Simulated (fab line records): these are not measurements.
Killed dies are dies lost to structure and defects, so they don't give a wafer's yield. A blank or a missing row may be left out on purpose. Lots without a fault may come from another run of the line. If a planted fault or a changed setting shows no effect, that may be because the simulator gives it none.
Chamber matching -- flow berkeley-cmos170 -- UCB170_V2_ETCH_14 on rie-diel-03: 4 sister chambers
The step etches SiO2 in CHF3/CF4/Ar, stops on Al, target depth 1250 nm, time 291 s. 8 wafers are shown with their chamber, then 6 later ones without.

## EACH WAFER AND ITS CHAMBER
wafer,chamber,throttle-valve-pct (%),drypump-motor-current-A (A)
L648.5,3,7.22,5.6
L655.4,0,6.95,5.6
L655.6,1,6.94,6.0
L651.2,3,7.21,5.7
L651.4,0,6.97,5.6
L661.2,1,6.95,6.0
L659.1,2,6.82,6.0
L659.5,2,6.82,6.0

## WAFERS MISSING THEIR CHAMBER
wafer,throttle-valve-pct (%),drypump-motor-current-A (A)
L667.3,6.95,5.6
L667.4,6.96,5.6
L667.5,6.82,6.0
L670.2,6.82,6.0
L670.3,7.20,5.7
L670.6,6.82,6.0

## CHAMBER TAKEN BY EACH
wafer,from the rows above,in truth
L667.3,0,0
L667.4,0,0
L667.5,2,2
L670.2,2,2
L670.3,3,3
L670.6,2,2
6 of 6 placed correctly. Left unplaced by these rows: 0. Number placed wrongly: 0.
How it was worked out, from the rows above alone: a wafer's distance from a chamber is the root of the sum, over the readings, of the square of ((its reading less the chamber's mean) divided by the reading's scatter). The wafer belongs to the nearest chamber; if the next one is less than 2 further off, it can't be placed. A chamber's mean is the mean of its shown wafers. The scatter: the root of (the sum of the squares of (reading less its chamber's mean) over the shown wafers, divided by (wafers less chambers)).
